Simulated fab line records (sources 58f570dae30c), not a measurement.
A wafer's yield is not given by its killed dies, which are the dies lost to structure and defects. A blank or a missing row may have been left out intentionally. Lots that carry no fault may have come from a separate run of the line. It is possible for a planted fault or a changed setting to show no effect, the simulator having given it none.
fab line records / flow berkeleyCmos170
record lots=6 wafers=18 lastDay=13
route steps=331 shown START@1 ZERO@6
lots untouched by any fault: they come from a run of this same line in which no faults occurred
startH: the number of hours between the record's first day and the start of the first shown wafer of the lot / waitH: hours elapsed since this lot's preceding step / " as in the row above / L1.1+2: one row covering several wafers at once / - no value, or no start given / * or withheld: withheld / < > ~ a bound
route shown NAME@n: a module of which the file shows steps, and the number in the route of the first / usual: average and standard deviation across the fault-free wafers / same: alike in all rows / chamber/n: place in a boat / sites: the reading at each site / _std_site: the standard deviation of these / _edge_site: mean of outer sites minus mean of inner sites / radiusMm: how far each site lies from the wafer's centre / mask NAME#n: copy n / behind: tool/chamber where the wafer was last shaped / hold: cause of the lot's hold/its duration in hours/its outcome / device: the n, p or np transistor that did not switch / end of line: the route-end tests of the same wafers / step lacking rows: just its recipe / killed: at the first sort, the dies lost to defects and structure; wafer yield is something else / map: per-die view of a wafer (x killed, . not killed, _ where there is no die)
set.NAME: the setting that was run; set.NAME@STEP: the one run at that earlier step / model.NAME: the simulator's own value behind a step, which no gauge read
certain route steps with their lots: each step a table, each wafer a row
## steps
# step UCB170_START_BOW_MEAS_00
# recipe mode=bow
# usual INCOMING_BOW=0/6.5
lot.wafer=L847.1 tool=filmMetro-02 chamber=- startH=10.00 waitH=- INCOMING_BOW[um]=-1
lot.wafer=L847.4 tool=filmMetro-02 chamber=- startH=10.00 waitH=- INCOMING_BOW[um]=15
lot.wafer=L847.6 tool=filmMetro-02 chamber=- startH=10.00 waitH=- INCOMING_BOW[um]=-1
lot.wafer=L848.1 tool=filmMetro-02 chamber=- startH=15.00 waitH=- INCOMING_BOW[um]=-7
lot.wafer=L848.3 tool=filmMetro-02 chamber=- startH=15.00 waitH=- INCOMING_BOW[um]=0
lot.wafer=L848.4 tool=filmMetro-02 chamber=- startH=15.00 waitH=- INCOMING_BOW[um]=-13
lot.wafer=L857.1 tool=filmMetro-03 chamber=- startH=60.00 waitH=- INCOMING_BOW[um]=2
lot.wafer=L857.3 tool=filmMetro-03 chamber=- startH=60.00 waitH=- INCOMING_BOW[um]=-2
lot.wafer=L857.4 tool=filmMetro-03 chamber=- startH=60.00 waitH=- INCOMING_BOW[um]=-3
lot.wafer=L858.1 tool=filmMetro-04 chamber=- startH=65.00 waitH=- INCOMING_BOW[um]=-3
lot.wafer=L858.5 tool=filmMetro-04 chamber=- startH=65.00 waitH=- INCOMING_BOW[um]=-12
lot.wafer=L858.6 tool=filmMetro-04 chamber=- startH=65.00 waitH=- INCOMING_BOW[um]=0
lot.wafer=L865.4 tool=filmMetro-02 chamber=- startH=100.06 waitH=- INCOMING_BOW[um]=8
lot.wafer=L865.5 tool=filmMetro-02 chamber=- startH=100.06 waitH=- INCOMING_BOW[um]=-1
lot.wafer=L865.6 tool=filmMetro-02 chamber=- startH=100.06 waitH=- INCOMING_BOW[um]=16
lot.wafer=L869.1 tool=filmMetro-03 chamber=- startH=120.00 waitH=- INCOMING_BOW[um]=-2
lot.wafer=L869.4 tool=filmMetro-03 chamber=- startH=120.00 waitH=- INCOMING_BOW[um]=-7
lot.wafer=L869.5 tool=filmMetro-03 chamber=- startH=120.00 waitH=- INCOMING_BOW[um]=0
# step UCB170_START_CLEAN_01
# recipe chemistry=dHF dilution=25:1 timeS=60
# step UCB170_START_OXIDATION_02
# recipe tempC=950 ambient=O2 targetThkA=200 oxTimeS=1800
# step UCB170_START_THK_MEAS_03
# recipe reads=SiO2_of_START_OXIDATION_02
# usual START_OXIDE_THK=20.1/0.38
lot.wafer=L847.1 tool=filmMetro-03 chamber=- startH=17.11 waitH=0.0 START_OXIDE_THK[nm]=20.1
lot.wafer=L847.4 tool=filmMetro-03 chamber=- startH=17.11 waitH=0.0 START_OXIDE_THK[nm]=20.0
lot.wafer=L847.6 tool=filmMetro-03 chamber=- startH=17.11 waitH=0.0 START_OXIDE_THK[nm]=20.4
lot.wafer=L848.1 tool=filmMetro-02 chamber=- startH=17.11 waitH=0.0 START_OXIDE_THK[nm]=20.4
lot.wafer=L848.3 tool=filmMetro-02 chamber=- startH=17.11 waitH=0.0 START_OXIDE_THK[nm]=20.4
lot.wafer=L848.4 tool=filmMetro-02 chamber=- startH=17.11 waitH=0.0 START_OXIDE_THK[nm]=20.7
lot.wafer=L857.1 tool=filmMetro-02 chamber=- startH=69.30 waitH=0.0 START_OXIDE_THK[nm]=20.0
lot.wafer=L857.3 tool=filmMetro-02 chamber=- startH=69.30 waitH=0.0 START_OXIDE_THK[nm]=20.0
lot.wafer=L857.4 tool=filmMetro-02 chamber=- startH=69.30 waitH=0.0 START_OXIDE_THK[nm]=20.0
lot.wafer=L858.1 tool=filmMetro-03 chamber=- startH=69.30 waitH=0.0 START_OXIDE_THK[nm]=20.5
lot.wafer=L858.5 tool=filmMetro-03 chamber=- startH=69.30 waitH=0.0 START_OXIDE_THK[nm]=20.5
lot.wafer=L858.6 tool=filmMetro-03 chamber=- startH=69.30 waitH=0.0 START_OXIDE_THK[nm]=20.3
lot.wafer=L865.4 tool=filmMetro-03 chamber=- startH=105.05 waitH=0.0 START_OXIDE_THK[nm]=21.0
lot.wafer=L865.5 tool=filmMetro-03 chamber=- startH=105.05 waitH=0.0 START_OXIDE_THK[nm]=20.9
lot.wafer=L865.6 tool=filmMetro-03 chamber=- startH=105.05 waitH=0.0 START_OXIDE_THK[nm]=20.6
lot.wafer=L869.1 tool=filmMetro-02 chamber=- startH=125.45 waitH=0.0 START_OXIDE_THK[nm]=20.2
lot.wafer=L869.4 tool=filmMetro-02 chamber=- startH=125.45 waitH=0.0 START_OXIDE_THK[nm]=20.4
lot.wafer=L869.5 tool=filmMetro-02 chamber=- startH=125.45 waitH=0.0 START_OXIDE_THK[nm]=20.3
# step UCB170_START_ANNEAL_04
# recipe tempC=950 timeS=1200 ambient=N2
# step UCB170_ZERO_HMDS_00
# recipe primeTimeS=60 primeTempC=100
# step UCB170_ZERO_COAT_01
# recipe resist=KrF spinRpm=1500 resistThkNm=900
# step UCB170_ZERO_SOFTBAKE_02
# recipe resist=KrF tempC=130 timeS=60
# step UCB170_ZERO_EXPOSE_03
# recipe maskId=PM_MARKS na=0.5 sigmaOuter=0.6 sourceShape=conventional targetCdNm=4000 doseMj=30
# step UCB170_ZERO_PEB_04
# recipe pebTempC=130 pebTimeS=withheld resist=KrF
# usual chillPlateTempC=23.01/0.11 exhaustPa=45.1/0.85
lot.wafer=L847.1 tool=lithoTrack-03 chamber=0 startH=24.43 waitH=0.1 chillPlateTempC=23.13 exhaustPa=44.1
lot.wafer=L847.4 tool=lithoTrack-03 chamber=0 startH=24.43 waitH=0.1 chillPlateTempC=23.16 exhaustPa=44.8
lot.wafer=L847.6 tool=lithoTrack-03 chamber=0 startH=24.43 waitH=0.1 chillPlateTempC=23.17 exhaustPa=45.6
lot.wafer=L848.1 tool=lithoTrack-01 chamber=0 startH=26.43 waitH=0.8 chillPlateTempC=23.03 exhaustPa=44.3
lot.wafer=L848.3 tool=lithoTrack-01 chamber=0 startH=26.43 waitH=0.8 chillPlateTempC=22.99 exhaustPa=44.0
lot.wafer=L848.4 tool=lithoTrack-01 chamber=0 startH=26.43 waitH=0.8 chillPlateTempC=23.22 exhaustPa=44.6
lot.wafer=L857.1 tool=lithoTrack-03 chamber=- startH=77.14 waitH=0.1 chillPlateTempC=- exhaustPa=-
lot.wafer=L857.3 tool=lithoTrack-03 chamber=- startH=77.14 waitH=0.1 chillPlateTempC=- exhaustPa=-
lot.wafer=L857.4 tool=lithoTrack-03 chamber=- startH=77.14 waitH=0.1 chillPlateTempC=- exhaustPa=-
lot.wafer=L858.1 tool=lithoTrack-01 chamber=- startH=77.38 waitH=0.1 chillPlateTempC=- exhaustPa=-
lot.wafer=L858.5 tool=lithoTrack-01 chamber=- startH=77.38 waitH=0.1 chillPlateTempC=- exhaustPa=-
lot.wafer=L858.6 tool=lithoTrack-01 chamber=- startH=77.38 waitH=0.1 chillPlateTempC=- exhaustPa=-
lot.wafer=L865.4 tool=lithoTrack-01 chamber=0 startH=109.05 waitH=0.8 chillPlateTempC=22.95 exhaustPa=44.7
lot.wafer=L865.5 tool=lithoTrack-01 chamber=0 startH=109.05 waitH=0.8 chillPlateTempC=23.01 exhaustPa=45.9
lot.wafer=L865.6 tool=lithoTrack-01 chamber=0 startH=109.05 waitH=0.8 chillPlateTempC=22.94 exhaustPa=45.0
lot.wafer=L869.1 tool=lithoTrack-03 chamber=0 startH=133.95 waitH=0.5 chillPlateTempC=23.00 exhaustPa=44.2
lot.wafer=L869.4 tool=lithoTrack-03 chamber=0 startH=133.95 waitH=0.5 chillPlateTempC=22.97 exhaustPa=44.8
lot.wafer=L869.5 tool=lithoTrack-03 chamber=0 startH=133.95 waitH=0.5 chillPlateTempC=22.98 exhaustPa=44.3
# step UCB170_ZERO_DEVELOP_05
# recipe developer=TMAH developTimeS=45 resist=KrF devTempC=21
## key
firstSign step=UCB170_ZERO_PEB_04 reading=toolRecord direction=missing
effect none on later readings
metAt UCB170_ZERO_PEB_04
struckWafers L857.1,L857.3,L857.4,L858.1,L858.5,L858.6
laterRowsLeftOut L857.1,L857.3,L857.4,L858.1,L858.5,L858.6
sortLeftOut L857.1,L857.3,L857.4,L858.1,L858.5,L858.6
testerLeftOut L857,L858
onsetBetween 26.43 77.14
fault kind=skippedStepWhole tool=lithoTrack-01,lithoTrack-03 chamber=- onsetH=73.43 steps=UCB170_ZERO_PEB_04 scope=struckLotsOnly
# testerLeftOut: of these lots the tester's yield and bins aren't shown, on N5 and GAA mostly nor the transistor test; their killed dies are dies lost to structure and defects alone, not to doping, threshold or leakage, so they don't give the yield
# sortLeftOut: the simulated sort isn't trusted on such a fault, so these wafers' sort isn't shown, and their yield isn't known
# laterRowsLeftOut: the simulator's readings of these wafers behind a module that went badly wrong aren't trusted and aren't shown, but for the sort
